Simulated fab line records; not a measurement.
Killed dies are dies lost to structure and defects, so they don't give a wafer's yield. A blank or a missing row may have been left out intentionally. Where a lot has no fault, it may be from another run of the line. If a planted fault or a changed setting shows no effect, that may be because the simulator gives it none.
fab line records	flow ritCmos
[record] lots = 5	wafers = 15	lastDay = 7
route steps=202 shown SILICIDE@165 CONTACT@168 M1@184
lots that met no fault: from a run of the same line without faults
startH: the number of hours between the record's first day and the start of the first shown wafer of the lot	waitH: hours elapsed since this lot's preceding step	" same as the row above	L1.1+2: several wafers, shown together as one row	- value missing, or start not given	* or withheld: withheld	< > ~ a bound
route shown NAME@n: NAME is a module with steps in the file, n the number in the route of the first one	usual: mean and standard deviation over wafers with no fault	same: alike in all rows	chamber/n: place in a boat	sites: each site's reading	_std_site: how widely they spread, as a standard deviation	_edge_site: inner sites' mean taken away from outer sites' mean	radiusMm: how far each site lies from the wafer's centre	mask NAME#n: copy n	behind: tool/chamber where the wafer was last shaped	hold: reason for holding the lot/hours on hold/outcome of the hold	device: names the non-switching transistor (n, p or np)	end of line: the same wafers' tests at the end of the route	step lacking rows: just its recipe	killed: the dies lost at the first sort to structure and to defects; this is not the yield of the wafer	map: a wafer's dies, marking killed ones x, the rest . and places with no die _
set.NAME: the run value of the setting; set.NAME@STEP: its run value at that earlier step	model.NAME: the simulator's own value behind a step, which no gauge read
a table for each step, a row for each wafer; lots at some steps of the route
services: a tool's chamber out of use, with start hour (startH, from the record's first day; less than 0 if before it), hours out, and reason
[[steps]]
[step RIT_SILICIDE_RTA_04]
[recipe] tempC = 650	timeS = 10	idleTempC = 25	rampUpS = 5	rampDownS = 5	coolToC = 25	ambient = N2
[usual] wafer_temp_C_max = 653.4/0.84
lot.wafer	tool	chamber	startH	waitH	wafer_temp_C_max
L080.3	rtpAnneal-02	0	86.71	0.1	652.2
L080.4	"	0	"	"	653.4
L080.5	"	0	"	"	652.4
L082.2	rtpAnneal-02	0	92.91	0.1	652.6
L082.5	"	0	"	"	652.9
L082.6	"	0	"	"	653.9
L091.1	rtpAnneal-02	0	148.67	0.1	652.8
L091.3	"	0	"	"	652.2
L091.6	"	0	"	"	652.8
L092.3	rtpAnneal-02	0	159.16	0.1	652.9
L092.5	"	0	"	"	652.8
L092.6	"	0	"	"	654.1
L094.1	rtpAnneal-02	0	166.68	0.1	654.3
L094.2	"	0	"	"	652.9
L094.6	"	0	"	"	653.1
[step RIT_SILICIDE_WET_ETCH_05]
[recipe] chemistry = SPM	target = Ti	tempC = 90	timeS = 120	dry = n2Spin
lot.wafer	tool	chamber	startH	waitH
L080.3+4+5	wetBench-01	3	86.76	0.0
L082.2+5+6	wetBench-02	3	92.96	0.0
L091.1+3+6	wetBench-03	0	148.73	0.1
L092.3+5+6	wetBench-03	0	159.20	0.0
L094.1+2+6	wetBench-02	2	166.75	0.1
[step RIT_SILICIDE_RTA_06]
[recipe] tempC = 750	timeS = 10	idleTempC = 25	rampUpS = 5	rampDownS = 10	coolToC = 25	ambient = N2
[usual] wafer_temp_C_max = 754.0/0.9
lot.wafer	tool	chamber	startH	waitH	wafer_temp_C_max
L080.3	rtpAnneal-01	0	86.82	0.0	754.2
L080.4	"	0	"	"	756.0
L080.5	"	0	"	"	754.3
L082.2	rtpAnneal-01	0	93.01	0.0	753.8
L082.5	"	0	"	"	755.2
L082.6	"	0	"	"	755.3
L091.1	rtpAnneal-01	0	148.77	0.0	754.2
L091.3	"	0	"	"	754.1
L091.6	"	0	"	"	755.9
L092.3	rtpAnneal-01	0	159.26	0.0	755.8
L092.5	"	0	"	"	754.0
L092.6	"	0	"	"	755.3
L094.1	rtpAnneal-01	0	166.79	0.0	754.2
L094.2	"	0	"	"	754.6
L094.6	"	0	"	"	753.4
[step RIT_CONTACT_CVD_00]
[recipe] material = SiO2	targetThkNm = 400	precursor = TEOS	tempC = 390	timeS = 61	rfW = 400
[usual] heaterPowerW = 341/55
lot.wafer	tool	chamber	startH	waitH	heaterPowerW
L080.3	pecvd-03	0	86.86	0.0	321
L080.4	"	2	"	"	341
L080.5	"	1	"	"	387
L082.2	pecvd-02	1	93.07	0.0	233
L082.5	"	1	"	"	250
L082.6	"	2	"	"	363
L091.1	pecvd-04	2	148.84	0.1	406
L091.3	"	0	"	"	401
L091.6	"	1	"	"	401
L092.3	pecvd-03	1	159.31	0.0	390
L092.5	"	0	"	"	289
L092.6	"	2	"	"	328
L094.1	pecvd-02	2	166.85	0.1	434
L094.2	"	1	"	"	310
L094.6	"	1	"	"	230
[step RIT_CONTACT_THK_MEAS_01]
[recipe] reads = SiO2_of_CONTACT_CVD_00
[usual] CONTACT_TEOS_THK = 399/7.1
lot.wafer	tool	chamber	startH	waitH	CONTACT_TEOS_THK[nm]
L080.3	filmMetro-04	-	86.93	0.0	407
L080.4	"	-	"	"	399
L080.5	"	-	"	"	401
L082.2	filmMetro-02	-	93.13	0.0	400
L082.5	"	-	"	"	403
L082.6	"	-	"	"	403
L091.1	filmMetro-03	-	148.89	0.0	394
L091.3	"	-	"	"	397
L091.6	"	-	"	"	396
L092.3	filmMetro-02	-	159.38	0.0	400
L092.5	"	-	"	"	408
L092.6	"	-	"	"	406
L094.1	filmMetro-04	-	166.90	0.0	414
L094.2	"	-	"	"	401
L094.6	"	-	"	"	410
[step RIT_CONTACT_HMDS_02]
[recipe] primeTimeS = 60	primeTempC = 140
lot.wafer	tool	chamber	startH	waitH
L080.3+4+5	lithoTrack-01	0	87.02	0.1
L082.2+5+6	lithoTrack-01	0	93.21	0.1
L091.1+3+6	lithoTrack-01	0	148.95	0.1
L092.3+5+6	lithoTrack-01	0	159.47	0.1
L094.1+2+6	lithoTrack-03	0	166.96	0.1
[step RIT_CONTACT_COAT_03]
[recipe] resist = NOVOLAK	spinRpm = 3250	resistThkNm = 1000
[usual] spinSpeedRpm = 3250.5/2
lot.wafer	tool	chamber	startH	waitH	spinSpeedRpm
L080.3	lithoTrack-01	0	87.17	0.1	3246.6
L080.4	"	0	"	"	3249.4
L080.5	"	0	"	"	3253.9
L082.2	lithoTrack-01	0	93.36	0.1	3249.2
L082.5	"	0	"	"	3247.6
L082.6	"	0	"	"	3248.5
L091.1	lithoTrack-01	0	149.10	0.1	3248.9
L091.3	"	0	"	"	3250.6
L091.6	"	0	"	"	3251.4
L092.3	lithoTrack-01	0	159.62	0.1	3248.9
L092.5	"	0	"	"	3249.7
L092.6	"	0	"	"	3250.8
L094.1	lithoTrack-03	0	167.11	0.1	3250.3
L094.2	"	0	"	"	3251.3
L094.6	"	0	"	"	3250.9
[step RIT_CONTACT_SOFTBAKE_04]
[recipe] resist = NOVOLAK	tempC = 90	timeS = 60
[usual] heaterPowerTotalW = 34.56/0.048
lot.wafer	tool	chamber	startH	waitH	heaterPowerTotalW
L080.3	lithoTrack-01	0	87.32	0.1	34.56
L080.4	"	0	"	"	34.55
L080.5	"	0	"	"	34.53
L082.2	lithoTrack-01	0	93.51	0.1	34.60
L082.5	"	0	"	"	34.59
L082.6	"	0	"	"	34.57
L091.1	lithoTrack-01	0	149.25	0.1	34.45
L091.3	"	0	"	"	34.50
L091.6	"	0	"	"	34.57
L092.3	lithoTrack-01	0	159.77	0.1	34.56
L092.5	"	0	"	"	34.65
L092.6	"	0	"	"	34.59
L094.1	lithoTrack-03	0	167.26	0.1	34.63
L094.2	"	0	"	"	34.61
L094.6	"	0	"	"	34.44
[step RIT_CONTACT_EXPOSE_05]
[recipe] maskId = M11	na = 0.6	sourceShape = conventional	sigmaOuter = 0.5	targetCdNm = 1000	doseMj = 250
lot.wafer	tool	chamber	startH	waitH	mask
L080.3+4+5	ilineStepper-01	0	87.46	0.1	M11#0
L082.2+5+6	ilineStepper-02	0	93.78	0.2	M11#0
L091.1+3+6	ilineStepper-02	0	149.40	0.1	M11#0
L092.3+5+6	ilineStepper-01	0	160.03	0.2	M11#0
L094.1+2+6	ilineStepper-01	0	167.54	0.2	M11#0
[step RIT_CONTACT_PEB_06]
[recipe] resist = NOVOLAK	tempC = withheld	timeS = withheld
lot.wafer	tool	chamber	startH	waitH
L080.3+4+5	lithoTrack-03	0	87.59	0.1
L082.2+5+6	lithoTrack-04	0	93.90	0.1
L091.1+3+6	lithoTrack-01	0	149.52	0.1
L092.3+5+6	lithoTrack-03	0	160.16	0.1
L094.1+2+6	lithoTrack-04	0	167.66	0.1
[step RIT_CONTACT_DEVELOP_07]
[recipe] resist = NOVOLAK	developTimeS = 120	devTempC = 23
lot.wafer	tool	chamber	startH	waitH
L080.3+4+5	lithoTrack-03	0	-	-
L082.2+5+6	lithoTrack-04	0	-	-
L091.1+3+6	lithoTrack-01	0	-	-
L092.3+5+6	lithoTrack-03	0	-	-
L094.1+2+6	lithoTrack-04	0	-	-
[step RIT_CONTACT_CD_MEAS_08]
[recipe] targetCdNm = 1000
[usual] cdNm = 999.8/2.1
lot.wafer	tool	chamber	startH	waitH	cdNm
L080.3	cdSem-01	-	87.98	-	999.8
L080.4	"	-	"	"	1000.4
L080.5	"	-	"	"	998.5
L082.2	cdSem-01	-	94.30	-	999.1
L082.5	"	-	"	"	998.2
L082.6	"	-	"	"	998.5
L091.1	cdSem-02	-	149.92	-	999.0
L091.3	"	-	"	"	999.2
L091.6	"	-	"	"	997.4
L092.3	cdSem-01	-	160.55	-	997.3
L092.5	"	-	"	"	998.5
L092.6	"	-	"	"	997.4
L094.1	cdSem-02	-	168.06	-	996.0
L094.2	"	-	"	"	998.5
L094.6	"	-	"	"	997.6
[step RIT_CONTACT_OVL_MEAS_09]
[usual] CONTACT_OVL = -0.4/1.2
lot.wafer	tool	chamber	startH	waitH	CONTACT_OVL[nm]
L080.3	overlay-01	-	88.07	0.1	-1.3
L080.4	"	-	"	"	-0.7
L080.5	"	-	"	"	-0.4
L082.2	overlay-02	-	94.41	0.1	1.0
L082.5	"	-	"	"	0.7
L082.6	"	-	"	"	-0.3
L091.1	overlay-02	-	150.04	0.1	0.6
L091.3	"	-	"	"	-0.3
L091.6	"	-	"	"	0.3
L092.3	overlay-01	-	160.64	0.1	0.2
L092.5	"	-	"	"	-0.7
L092.6	"	-	"	"	-0.5
L094.1	overlay-01	-	168.18	0.1	-0.9
L094.2	"	-	"	"	0.3
L094.6	"	-	"	"	0.2
[step RIT_CONTACT_HARDBAKE_10]
[recipe] resist = NOVOLAK	tempC = 140	timeS = 60
[usual] heaterPowerTotalW = 62.55/0.048
lot.wafer	tool	chamber	startH	waitH	heaterPowerTotalW
L080.3	lithoTrack-03	0	88.15	0.1	62.57
L080.4	"	0	"	"	62.56
L080.5	"	0	"	"	62.60
L082.2	lithoTrack-01	0	94.61	0.2	62.54
L082.5	"	0	"	"	62.59
L082.6	"	0	"	"	62.56
L091.1	lithoTrack-01	0	150.07	0.0	62.54
L091.3	"	0	"	"	62.55
L091.6	"	0	"	"	62.57
L092.3	lithoTrack-03	0	160.72	0.1	62.51
L092.5	"	0	"	"	62.57
L092.6	"	0	"	"	62.59
L094.1	lithoTrack-01	0	168.21	0.0	62.54
L094.2	"	0	"	"	62.59
L094.6	"	0	"	"	62.59
[step RIT_CONTACT_ETCH_11]
[recipe] targetDepthA = 4800	overEtchFrac = 0.2	stopOn = TiSi2	chemistry = CHF3/CF4/Ar	target = SiO2	CHF3_flow_sccm = 50	cf4FlowSccm = 10	Ar_flow_sccm = 100	O2_flow_sccm = 5	pressureMtorr = 100	rfW = 200	timeS = 320
[usual] cf4FlowSccm = 10.00/0.031	drypumpMotorCurrentA = 5.7/0.35	oesProductAu = 0.991/0.014	throttleValvePct = 8.93/0.14
lot.wafer	tool	chamber	startH	waitH	cf4FlowSccm	drypumpMotorCurrentA	oesProductAu	rfHoursCounterH	throttleValvePct
L080.3	rieDiel-01	1	88.25	0.1	9.98	5.8	0.991	3	8.69
L080.4	"	2	"	"	10.02	6.0	0.960	103	9.05
L080.5	"	3	"	"	10.04	5.3	0.992	-	8.95
L082.2	rieDiel-02	1	94.73	0.1	10.01	6.1	0.989	79	8.85
L082.5	"	2	"	"	10.01	5.6	1.000	-	8.81
L082.6	"	1	"	"	10.02	6.1	0.986	-	8.86
L091.1	rieDiel-02	3	150.22	0.1	10.03	5.6	0.986	44	9.16
L091.3	"	0	"	"	9.96	5.0	1.020	148	8.81
L091.6	"	0	"	"	10.01	5.0	1.015	-	8.79
L092.3	rieDiel-02	3	160.82	0.1	9.99	5.6	0.985	44	9.17
L092.5	"	2	"	"	10.03	5.6	0.992	-	8.83
L092.6	"	1	"	"	9.95	6.1	0.993	-	8.84
L094.1	rieDiel-02	2	168.36	0.1	10.01	5.6	0.997	7	8.81
L094.2	"	3	"	"	10.01	5.6	0.989	44	9.16
L094.6	"	1	"	"	10.05	6.1	0.998	-	8.87
[step RIT_CONTACT_STRIP_12]
[recipe] chemistry = O2	timeS = 180	resist = NOVOLAK	platenTempC = withheld	powerW = 500	pressureMtorr = 4000	o2FlowSccm = 4000
[usual] drypumpMotorCurrentA = 5.5/0.49	o2FlowSccm = 3998/12
lot.wafer	tool	chamber	startH	waitH	drypumpMotorCurrentA	o2FlowSccm	rfHoursCounterH
L080.3	plasmaAsher-03	1	88.50	0.2	5.3	4000	-
L080.4	"	0	"	"	5.8	4002	-
L080.5	"	1	"	"	5.3	4011	-
L082.2	plasmaAsher-03	1	94.92	0.1	5.2	3985	30
L082.5	"	1	"	"	5.2	3986	-
L082.6	"	0	"	"	5.7	3970	-
L091.1	plasmaAsher-01	1	150.42	0.1	4.9	3999	42
L091.3	"	1	"	"	4.9	4012	-
L091.6	"	1	"	"	4.9	4004	-
L092.3	plasmaAsher-03	1	161.07	0.2	5.2	4001	-
L092.5	"	0	"	"	5.7	4025	-
L092.6	"	1	"	"	5.2	3997	-
L094.1	plasmaAsher-02	1	168.56	0.1	5.9	3978	5
L094.2	"	0	"	"	6.5	4012	5
L094.6	"	1	"	"	5.9	3989	-
[step RIT_CONTACT_CD_MEAS_90]
[recipe] targetCdNm = 1000
[usual] cdNm = 999.7/2.2
lot.wafer	tool	chamber	startH	waitH	cdNm
L080.3	cdSem-01	-	88.66	0.1	1000.2
L080.4	"	-	"	"	1000.2
L080.5	"	-	"	"	998.3
L082.2	cdSem-02	-	95.12	0.1	999.1
L082.5	"	-	"	"	998.2
L082.6	"	-	"	"	998.4
L091.1	cdSem-02	-	150.59	0.1	998.6
L091.3	"	-	"	"	999.8
L091.6	"	-	"	"	998.1
L092.3	cdSem-02	-	161.23	0.1	996.8
L092.5	"	-	"	"	997.9
L092.6	"	-	"	"	998.0
L094.1	cdSem-02	-	168.73	0.1	996.8
L094.2	"	-	"	"	997.8
L094.6	"	-	"	"	997.3
[step RIT_CONTACT_CLEAN_13]
[recipe] chemistry = SC1	mix = 3:3:50	timeS = 600	tempC = 75
lot.wafer	tool	chamber	startH	waitH
L080.3+4+5	wetBench-04	1	88.74	0.1
L082.2+5+6	wetBench-02	0	95.22	0.1
L091.1+3+6	wetBench-02	0	150.71	0.1
L092.3+5+6	wetBench-04	3	161.31	0.1
L094.1+2+6	wetBench-02	2	168.85	0.1
[step RIT_CONTACT_CLEAN_14]
[recipe] chemistry = SC2	mix = 3:3:50	timeS = 600	tempC = 75	dry = n2Spin
lot.wafer	tool	chamber	startH	waitH
L080.3+4+5	wetBench-01	3	88.91	0.0
L082.2+5+6	wetBench-02	0	95.41	0.0
L091.1+3+6	wetBench-01	0	150.89	0.0
L092.3+5+6	wetBench-02	1	161.51	0.0
L094.1+2+6	wetBench-04	3	169.03	0.0
[step RIT_M1_SPUTTER_00]
[recipe] material = Al	targetThkNm = 400	powerW = 2000	chamberPressurePa = 0.4	gas = Ar	timeS = 500	substrateTempC = 25
[usual] throttleValvePct = 30.2/0.84
lot.wafer	tool	chamber	startH	waitH	throttleValvePct
L080.3	pvdSputter-04	-	89.09	0.0	31.8
L080.4	"	-	"	"	29.8
L080.5	"	-	"	"	31.5
L082.2	pvdSputter-04	-	95.60	0.0	30.1
L082.5	"	-	"	"	31.6
L082.6	"	-	"	"	29.9
L091.1	pvdSputter-03	-	151.06	0.0	29.2
L091.3	"	-	"	"	29.6
L091.6	"	-	"	"	29.1
L092.3	pvdSputter-04	-	161.69	0.0	30.1
L092.5	"	-	"	"	30.3
L092.6	"	-	"	"	29.9
L094.1	pvdSputter-04	-	169.22	0.0	29.5
L094.2	"	-	"	"	30.4
L094.6	"	-	"	"	30.1
[step RIT_M1_RS_MEAS_01]
[recipe] thkMeasGauge = four-point-probe	reads = Al_of_M1_SPUTTER_00
[usual] M1_AL_RS = 0.0739/0.00083
lot.wafer	tool	chamber	startH	waitH	M1_AL_RS[ohm/sq]
L080.3	filmMetro-01	-	89.42	0.2	0.0729
L080.4	"	-	"	"	0.0746
L080.5	"	-	"	"	0.0733
L082.2	filmMetro-03	-	95.92	0.2	0.0741
L082.5	"	-	"	"	0.0731
L082.6	"	-	"	"	0.0751
L091.1	filmMetro-01	-	151.36	0.1	0.0734
L091.3	"	-	"	"	0.0733
L091.6	"	-	"	"	0.0732
L092.3	filmMetro-03	-	162.02	0.2	0.0738
L092.5	"	-	"	"	0.0732
L092.6	"	-	"	"	0.0738
L094.1	filmMetro-01	-	169.51	0.1	0.0744
L094.2	"	-	"	"	0.0727
L094.6	"	-	"	"	0.0735
[step RIT_M1_THK_MEAS_02]
[recipe] thkMeasGauge = xrf	reads = Al_of_M1_SPUTTER_00
[usual] M1_AL_THK = 395/4.9
lot.wafer	tool	chamber	startH	waitH	M1_AL_THK[nm]
L080.3	filmMetro-01	-	89.52	0.1	404
L080.4	"	-	"	"	394
L080.5	"	-	"	"	401
L082.2	filmMetro-03	-	96.03	0.1	397
L082.5	"	-	"	"	401
L082.6	"	-	"	"	392
L091.1	filmMetro-01	-	151.48	0.1	399
L091.3	"	-	"	"	400
L091.6	"	-	"	"	400
L092.3	filmMetro-03	-	162.12	0.1	397
L092.5	"	-	"	"	400
L092.6	"	-	"	"	399
L094.1	filmMetro-01	-	169.63	0.1	394
L094.2	"	-	"	"	405
L094.6	"	-	"	"	400
[step RIT_M1_HMDS_03]
[recipe] primeTimeS = 60	primeTempC = 140
lot.wafer	tool	chamber	startH	waitH
L080.3+4+5	lithoTrack-02	0	89.61	0.1
L082.2+5+6	lithoTrack-02	0	96.10	0.1
L091.1+3+6	lithoTrack-02	0	151.54	0.1
L092.3+5+6	lithoTrack-04	0	162.21	0.1
L094.1+2+6	lithoTrack-04	0	169.69	0.1
[step RIT_M1_COAT_04]
[recipe] resist = NOVOLAK	spinRpm = 2000	resistThkNm = 1300
[usual] spinSpeedRpm = 2000.1/1.2
lot.wafer	tool	chamber	startH	waitH	spinSpeedRpm
L080.3	lithoTrack-02	0	89.76	0.1	2000.7
L080.4	"	0	"	"	1998.6
L080.5	"	0	"	"	2000.2
L082.2	lithoTrack-02	0	96.25	0.1	2000.6
L082.5	"	0	"	"	1999.9
L082.6	"	0	"	"	2001.7
L091.1	lithoTrack-02	0	151.69	0.1	2001.1
L091.3	"	0	"	"	2001.8
L091.6	"	0	"	"	2001.0
L092.3	lithoTrack-04	0	162.36	0.1	1999.8
L092.5	"	0	"	"	2000.6
L092.6	"	0	"	"	2000.0
L094.1	lithoTrack-04	0	169.84	0.1	1999.9
L094.2	"	0	"	"	2000.6
L094.6	"	0	"	"	1997.5
[step RIT_M1_SOFTBAKE_05]
[recipe] resist = NOVOLAK	tempC = 90	timeS = 60
[usual] heaterPowerTotalW = 34.57/0.051
lot.wafer	tool	chamber	startH	waitH	heaterPowerTotalW
L080.3	lithoTrack-02	0	89.91	0.1	34.51
L080.4	"	0	"	"	34.58
L080.5	"	0	"	"	34.59
L082.2	lithoTrack-02	0	96.40	0.1	34.52
L082.5	"	0	"	"	34.61
L082.6	"	0	"	"	34.48
L091.1	lithoTrack-02	0	151.84	0.1	34.62
L091.3	"	0	"	"	34.60
L091.6	"	0	"	"	34.64
L092.3	lithoTrack-04	0	162.51	0.1	34.55
L092.5	"	0	"	"	34.50
L092.6	"	0	"	"	34.59
L094.1	lithoTrack-04	0	169.99	0.1	34.60
L094.2	"	0	"	"	34.50
L094.6	"	0	"	"	34.55
[step RIT_M1_EXPOSE_06]
[recipe] maskId = M12	na = 0.6	sourceShape = conventional	sigmaOuter = 0.5	targetCdNm = 2600	doseMj = 250
lot.wafer	tool	chamber	startH	waitH	mask
L080.3+4+5	ilineStepper-02	0	90.18	0.2	M12#0
L082.2+5+6	ilineStepper-01	0	96.55	0.1	M12#0
L091.1+3+6	ilineStepper-01	0	151.99	0.1	M12#0
L092.3+5+6	ilineStepper-01	0	162.65	0.1	M12#0
L094.1+2+6	ilineStepper-02	0	170.27	0.2	M12#0
[step RIT_M1_PEB_07]
[recipe] resist = NOVOLAK	tempC = withheld	timeS = withheld
lot.wafer	tool	chamber	startH	waitH
L080.3+4+5	lithoTrack-04	0	90.30	0.1
L082.2+5+6	lithoTrack-04	0	96.67	0.1
L091.1+3+6	lithoTrack-01	0	152.10	0.1
L092.3+5+6	lithoTrack-02	0	162.84	0.2
L094.1+2+6	lithoTrack-04	0	170.38	0.1
[step RIT_M1_DEVELOP_08]
[recipe] resist = NOVOLAK	developTimeS = 68	devTempC = 23
lot.wafer	tool	chamber	startH	waitH
L080.3+4+5	lithoTrack-04	0	-	-
L082.2+5+6	lithoTrack-04	0	-	-
L091.1+3+6	lithoTrack-01	0	-	-
L092.3+5+6	lithoTrack-02	0	-	-
L094.1+2+6	lithoTrack-04	0	-	-
[step RIT_M1_CD_MEAS_09]
[recipe] targetCdNm = 2600
[usual] cdNm = 2599.7/2
lot.wafer	tool	chamber	startH	waitH	cdNm
L080.3	cdSem-02	-	90.61	-	2597.5
L080.4	"	-	"	"	2597.8
L080.5	"	-	"	"	2597.4
L082.2	cdSem-01	-	96.98	-	2603.8
L082.5	"	-	"	"	2606.6
L082.6	"	-	"	"	2605.1
L091.1	cdSem-02	-	152.42	-	2598.8
L091.3	"	-	"	"	2598.6
L091.6	"	-	"	"	2597.2
L092.3	cdSem-02	-	163.14	-	2599.5
L092.5	"	-	"	"	2599.1
L092.6	"	-	"	"	2598.3
L094.1	cdSem-02	-	170.70	-	2601.3
L094.2	"	-	"	"	2601.5
L094.6	"	-	"	"	2601.8
[step RIT_M1_OVL_MEAS_10]
[usual] M1_OVL = -0.3/1.6
lot.wafer	tool	chamber	startH	waitH	M1_OVL[nm]
L080.3	overlay-01	-	90.70	0.1	-0.1
L080.4	"	-	"	"	1.3
L080.5	"	-	"	"	-0.8
L082.2	overlay-02	-	97.08	0.1	1.1
L082.5	"	-	"	"	-1.4
L082.6	"	-	"	"	-1.7
L091.1	overlay-02	-	152.54	0.1	-1.0
L091.3	"	-	"	"	-1.9
L091.6	"	-	"	"	-2.1
L092.3	overlay-02	-	163.24	0.1	-1.1
L092.5	"	-	"	"	-1.0
L092.6	"	-	"	"	-0.1
L094.1	overlay-02	-	170.82	0.1	0.3
L094.2	"	-	"	"	0.4
L094.6	"	-	"	"	-0.1
[step RIT_M1_HARDBAKE_11]
[recipe] resist = NOVOLAK	tempC = 140	timeS = 120
[usual] heaterPowerTotalW = 52.02/0.06
lot.wafer	tool	chamber	startH	waitH	heaterPowerTotalW
L080.3	lithoTrack-01	0	91.07	0.4	51.99
L080.4	"	0	"	"	52.04
L080.5	"	0	"	"	52.10
L082.2	lithoTrack-02	0	97.15	0.1	52.14
L082.5	"	0	"	"	51.96
L082.6	"	0	"	"	52.06
L091.1	lithoTrack-04	0	152.57	0.0	51.92
L091.3	"	0	"	"	51.98
L091.6	"	0	"	"	51.98
L092.3	lithoTrack-02	0	163.34	0.1	52.08
L092.5	"	0	"	"	52.07
L092.6	"	0	"	"	51.97
L094.1	lithoTrack-01	0	171.07	0.2	51.99
L094.2	"	0	"	"	52.09
L094.6	"	0	"	"	52.19
[step RIT_M1_METAL_ETCH_12]
[recipe] stopOn = SiO2	chemistry = Cl2/BCl3	target = Al	timeS = 165	overEtchFrac = 0.5	pressureMtorr = 100	targetDepthA = 6000	rfW = 250	Cl2_flow_sccm = 60	bcl3FlowSccm = 50
[usual] drypumpMotorCurrentA = 5.5/0.36	oesProductAu = 0.776/0.0096	throttleValvePct = 8.43/0.11
lot.wafer	tool	chamber	startH	waitH	drypumpMotorCurrentA	oesProductAu	rfHoursCounterH	throttleValvePct
L080.3	rieMetal-01	0	91.29	0.2	5.5	0.795	-	8.56
L080.4	"	1	"	"	5.1	0.769	-	8.48
L080.5	"	1	"	"	5.1	0.769	-	8.48
L082.2	rieMetal-02	0	97.36	0.2	6.1	0.776	35	8.19
L082.5	"	0	"	"	6.1	0.773	-	8.18
L082.6	"	1	"	"	5.8	0.776	-	8.51
L091.1	rieMetal-01	1	152.82	0.2	5.1	0.770	3	8.49
L091.3	"	1	"	"	5.1	0.776	-	8.48
L091.6	"	0	"	"	5.6	0.789	-	8.58
L092.3	rieMetal-02	0	163.56	0.2	6.1	0.768	-	8.20
L092.5	"	1	"	"	5.8	0.789	-	8.49
L092.6	"	0	"	"	6.1	0.770	-	8.18
L094.1	rieMetal-04	1	171.32	0.2	5.0	0.761	5	8.35
L094.2	"	0	"	"	5.5	0.775	6	8.41
L094.6	"	1	"	"	5.0	0.776	-	8.35
[step RIT_M1_STRIP_13]
[recipe] chemistry = nmp	resist = NOVOLAK	tempC = 80	timeS = 600	dry = n2Spin
lot.wafer	tool	chamber	startH	waitH
L080.3+4+5	wetBench-01	0	91.40	0.1
L082.2+5+6	wetBench-03	1	97.52	0.1
L091.1+3+6	wetBench-03	2	152.99	0.1
L092.3+5+6	wetBench-03	1	163.67	0.1
L094.1+2+6	wetBench-01	0	171.48	0.1
[step RIT_M1_STRIP_14]
[recipe] chemistry = O2	timeS = 180	platenTempC = withheld	powerW = 500	pressureMtorr = 4000	o2FlowSccm = 4000
[usual] drypumpMotorCurrentA = 5.4/0.34	o2FlowSccm = 4003/12
lot.wafer	tool	chamber	startH	waitH	drypumpMotorCurrentA	o2FlowSccm	rfHoursCounterH
L080.3	plasmaAsher-04	1	91.63	0.1	5.9	3995	-
L080.4	"	0	"	"	5.3	4005	-
L080.5	"	0	"	"	5.3	3992	-
L082.2	plasmaAsher-01	1	97.70	0.0	4.9	4021	37
L082.5	"	1	"	"	4.9	4013	-
L082.6	"	0	"	"	5.3	4028	-
L091.1	plasmaAsher-01	0	153.16	0.0	5.3	4012	42
L091.3	"	0	"	"	5.3	4008	-
L091.6	"	1	"	"	4.9	3998	-
L092.3	plasmaAsher-01	1	163.91	0.1	4.9	3998	-
L092.5	"	0	"	"	5.4	4021	-
L092.6	"	1	"	"	4.9	3996	-
L094.1	plasmaAsher-01	1	171.67	0.0	4.9	3990	44
L094.2	"	0	"	"	5.3	4002	44
L094.6	"	0	"	"	5.4	4004	-
[step RIT_M1_CD_MEAS_90]
[recipe] targetCdNm = 2600
[usual] cdNm = 2600/3.3
lot.wafer	tool	chamber	startH	waitH	cdNm
L080.3	cdSem-01	-	91.79	0.1	2600
L080.4	"	-	"	"	2595
L080.5	"	-	"	"	2595
L082.2	cdSem-02	-	97.89	0.1	2607
L082.5	"	-	"	"	2609
L082.6	"	-	"	"	2609
L091.1	cdSem-02	-	153.34	0.1	2595
L091.3	"	-	"	"	2595
L091.6	"	-	"	"	2599
L092.3	cdSem-02	-	164.06	0.1	2599
L092.5	"	-	"	"	2605
L092.6	"	-	"	"	2600
L094.1	cdSem-02	-	171.85	0.1	2603
L094.2	"	-	"	"	2602
L094.6	"	-	"	"	2603
[step RIT_M1_ANNEAL_15]
[recipe] tempC = 450	timeS = 1800	ambient = forming_gas_H2N2
lot.wafer	tool	chamber	startH	waitH
L080.3+4+5	furnace-02	0	91.87	0.1
L082.2+5+6	furnace-02	0	97.99	0.1
L091.1+3+6	furnace-02	0	153.46	0.1
L092.3+5+6	furnace-02	0	164.14	0.1
L094.1+2+6	furnace-02	0	172.88	1.0
[step RIT_M1_BOW_MEAS_16]
[recipe] mode = bow
[usual] M1_BOW = 17/6.8
lot.wafer	tool	chamber	startH	waitH	M1_BOW[um]
L080.3	filmMetro-03	-	93.41	0.0	24
L080.4	"	-	"	"	24
L080.5	"	-	"	"	26
L082.2	filmMetro-04	-	99.51	0.0	-5
L082.5	"	-	"	"	4
L082.6	"	-	"	"	7
L091.1	filmMetro-01	-	154.96	0.0	6
L091.3	"	-	"	"	13
L091.6	"	-	"	"	13
L092.3	filmMetro-04	-	165.68	0.0	15
L092.5	"	-	"	"	25
L092.6	"	-	"	"	11
L094.1	filmMetro-03	-	174.38	0.0	17
L094.2	"	-	"	"	20
L094.6	"	-	"	"	14
[[services]]
tool	chamber	startH	hours	kind
pecvd-02	0	65.73	2.9	repair
rieDiel-02	-	65.82	14.6	pm
pecvd-04	0	69.67	4.5	repair
ilineStepper-01	-	73.14	2.1	pm
ilineStepper-01	-	75.23	-	consumableReplace:lamp
rieMetal-04	-	91.14	0.1	repair
plasmaAsher-02	-	108.75	9.0	pm
rieMetal-01	-	112.92	1.4	pm
pvdSputter-03	-	113.26	11.7	repair
ilineStepper-02	-	120.50	3.4	repair
rieMetal-02	-	125.76	14.6	pm
rieDiel-01	1	132.79	2.2	repair
rieDiel-01	-	136.51	0.1	repair
wetBench-01	-	138.83	1.8	repair
rieMetal-02	-	140.36	20.0	pm
ilineStepper-01	-	140.96	1.7	pm
rieMetal-04	1	154.11	3.1	repair
rieDiel-02	0	156.97	3.9	repair
rieMetal-02	-	160.36	2.8	pm
rieDiel-01	3	162.46	1.8	repair
rieDiel-02	0	163.51	-	clean
rieDiel-02	0	163.51	22.0	scheduledDown
rieMetal-01	1	167.70	1.4	repair
rieDiel-02	2	170.87	18.4	repair
[[key]]
fault none
